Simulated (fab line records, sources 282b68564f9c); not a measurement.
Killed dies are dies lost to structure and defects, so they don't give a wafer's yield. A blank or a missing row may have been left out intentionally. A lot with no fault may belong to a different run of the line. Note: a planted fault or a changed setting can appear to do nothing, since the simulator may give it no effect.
Shared-tool check / flow rit_cmos / Lots sampled 14, wafers sampled 48

## REASON FOR OPENING
Of 14 lots, 2 have the reading NLDD_TW flagged at RIT_NLDD_TW_MEAS_10. Fault-free wafers read 2470, with a standard deviation of 12.
Rule: a lot is flagged in two cases, either no wafer of it has a number, or all its wafers with numbers fall more than 4 standard deviations from that mean. All remaining lots are regarded as sound.

lot=L117; measured=day 2 19:14; on=film_metro-04; NLDD_TW, wafer by wafer=2460 2458 2462; flag=
lot=L118; measured=day 2 22:12; on=film_metro-04; NLDD_TW, wafer by wafer=2454 2461 2470; flag=
lot=L119; measured=day 3 05:27; on=film_metro-03; NLDD_TW, wafer by wafer=2474 2487 2478; flag=
lot=L120; measured=day 3 09:19; on=film_metro-04; NLDD_TW, wafer by wafer=2479 2478 2469; flag=
lot=L121; measured=day 3 15:53; on=film_metro-02; NLDD_TW, wafer by wafer=2460 2466 2463; flag=
lot=L122; measured=day 3 19:21; on=film_metro-02; NLDD_TW, wafer by wafer=2480 2467 2469; flag=
lot=L123; measured=day 3 23:10; on=film_metro-02; NLDD_TW, wafer by wafer=2485 2478 2471; flag=
lot=L125; measured=day 4 09:21; on=film_metro-04; NLDD_TW, wafer by wafer=2459 2454 2458; flag=
lot=L126; measured=day 4 15:45; on=film_metro-04; NLDD_TW, wafer by wafer=2645 2635 2647 2642 2640 2644; flag=FLAGGED
lot=L130; measured=day 5 10:08; on=film_metro-04; NLDD_TW, wafer by wafer=2656 2647 2636 2649 2655 2638; flag=FLAGGED
lot=L135; measured=day 6 12:33; on=film_metro-03; NLDD_TW, wafer by wafer=2478 2474 2486; flag=
lot=L137; measured=day 7 00:13; on=film_metro-03; NLDD_TW, wafer by wafer=2488 2476 2487; flag=
lot=L139; measured=day 7 09:52; on=film_metro-04; NLDD_TW, wafer by wafer=2469 2463 2460; flag=
lot=L140; measured=day 7 17:02; on=film_metro-04; NLDD_TW, wafer by wafer=2474 2479 2467; flag=
The mean of the flagged lots' numbers is 2644, +174 from the usual (+15 standard deviations).

## EACH LOT AND THE TOOL IT RAN ON
The record keeps 1 process step preceding the reading, out of 202 steps on the route. In each cell: the tool, then ch and the chambers that the sampled wafers went through, then the start.
lot=L117; flag=; RIT_NLDD_IMPLANT_08=implanter-01 ch 0, day 2 18:55
lot=L118; flag=; RIT_NLDD_IMPLANT_08=implanter-04 ch 0, day 2 21:53
lot=L119; flag=; RIT_NLDD_IMPLANT_08=implanter-01 ch 0, day 3 05:08
lot=L120; flag=; RIT_NLDD_IMPLANT_08=implanter-03 ch 0, day 3 08:59
lot=L121; flag=; RIT_NLDD_IMPLANT_08=implanter-01 ch 0, day 3 15:34
lot=L122; flag=; RIT_NLDD_IMPLANT_08=implanter-03 ch 0, day 3 19:01
lot=L123; flag=; RIT_NLDD_IMPLANT_08=implanter-04 ch 0, day 3 22:51
lot=L125; flag=; RIT_NLDD_IMPLANT_08=implanter-04 ch 0, day 4 09:01
lot=L126; flag=FLAGGED; RIT_NLDD_IMPLANT_08=implanter-01 ch 0, day 4 15:25
lot=L130; flag=FLAGGED; RIT_NLDD_IMPLANT_08=implanter-01 ch 0, day 5 09:50
lot=L135; flag=; RIT_NLDD_IMPLANT_08=implanter-03 ch 0, day 6 12:14
lot=L137; flag=; RIT_NLDD_IMPLANT_08=implanter-04 ch 0, day 6 23:53
lot=L139; flag=; RIT_NLDD_IMPLANT_08=implanter-03 ch 0, day 7 09:32
lot=L140; flag=; RIT_NLDD_IMPLANT_08=implanter-01 ch 0, day 7 16:45
What these steps do:
- RIT_NLDD_IMPLANT_08
- RIT_NLDD_TW_MEAS_10

## FLAGGED OVER TOTAL, TOOL BY TOOL (the gauges that took the reading come last)
step=RIT_NLDD_IMPLANT_08; tool=implanter-01; lots run=6; flagged=2; share of the flagged lots=all; sound lots run after its first flagged lot=1 (L140)
step=RIT_NLDD_IMPLANT_08; tool=implanter-03; lots run=4; flagged=0; share of the flagged lots=none; sound lots run after its first flagged lot=-
step=RIT_NLDD_IMPLANT_08; tool=implanter-04; lots run=4; flagged=0; share of the flagged lots=none; sound lots run after its first flagged lot=-
step=RIT_NLDD_TW_MEAS_10; tool=film_metro-02; lots run=3; flagged=0; share of the flagged lots=none; sound lots run after its first flagged lot=-
step=RIT_NLDD_TW_MEAS_10; tool=film_metro-03; lots run=3; flagged=0; share of the flagged lots=none; sound lots run after its first flagged lot=-
step=RIT_NLDD_TW_MEAS_10; tool=film_metro-04; lots run=8; flagged=2; share of the flagged lots=all; sound lots run after its first flagged lot=2 (L139,L140)

## THE TABLE: WHAT IT ALLOWS
2 rows of the table ran every flagged lot: implanter-01 at RIT_NLDD_IMPLANT_08, film_metro-04 at RIT_NLDD_TW_MEAS_10.
- implanter-01 at RIT_NLDD_IMPLANT_08: 2 of its 6 lots flagged. Lots that were sound ran on it after the first flagged one (L140); a persistent fault on the entire tool would not allow that. Its own readings (beam_energy_keV) fall more than 4 standard deviations out on all wafers of the flagged lots.
- film_metro-04 at RIT_NLDD_TW_MEAS_10: 2 of its 8 lots flagged. Lots that were sound ran on it after the first flagged one (L139, L140); a persistent fault on the entire tool would not allow that.
No row of the table ran every flagged lot and no sound lot after the first.

## WHAT HAD BEEN PUT IN BY THE SIMULATOR
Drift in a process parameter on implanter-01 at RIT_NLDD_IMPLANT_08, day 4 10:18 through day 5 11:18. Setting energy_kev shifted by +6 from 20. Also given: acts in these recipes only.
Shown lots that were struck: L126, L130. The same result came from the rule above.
